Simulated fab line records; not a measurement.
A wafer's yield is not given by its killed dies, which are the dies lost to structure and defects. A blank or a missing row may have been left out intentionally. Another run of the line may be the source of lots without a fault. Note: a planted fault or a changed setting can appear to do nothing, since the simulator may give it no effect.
The tool behind it: which one?    flow berkeleyCmos170    route of 331 steps, sampled at 1 step: 7 lots, 21 wafers

== WHAT EACH GAUGE READ, for each wafer ==
UCB170_FIELD_THK_MEAS_91.
lot   measured      on            FIELD_OXIDE_LEFT_2_THK (nm)
L426  day 6 18:38   filmMetro-03  342 345 349
L429  day 7 05:07   filmMetro-01  338 323 328
L430  day 7 20:55   filmMetro-01  350 355 351
L432  day 8 02:58   filmMetro-01  345 345 349
L439  day 9 09:59   filmMetro-04  339 334 343
L441  day 10 01:16  filmMetro-01  353 346 353
L448  day 11 03:24  filmMetro-01  352 349 362

== TOOL THAT RAN EACH LOT (tool first, then ch and the chambers of the sampled wafers, then the start) ==
Before these readings, the record contains no process step.

== THE ANSWER, worked out from the rows above alone ==
Rule: usual is defined by the lots themselves. The widest of any qualifying gaps counts: lots, ordered by their means at a reading, are off when they make up no more than a third of the lots, leave a main group of 4 or more, and stand apart from it by 3 or more times the standard deviation of that group's means. Not used: any main group whose means are identical at the precision the tables above print for the reading. A lot without any number at a reading at which 4 lots or more have one is off too. The other lots that the step has rows for count as sound.
No lot is off on any of the readings shown, so nothing can be concluded from this.

== WHAT THE SIMULATOR HAD PUT IN ==
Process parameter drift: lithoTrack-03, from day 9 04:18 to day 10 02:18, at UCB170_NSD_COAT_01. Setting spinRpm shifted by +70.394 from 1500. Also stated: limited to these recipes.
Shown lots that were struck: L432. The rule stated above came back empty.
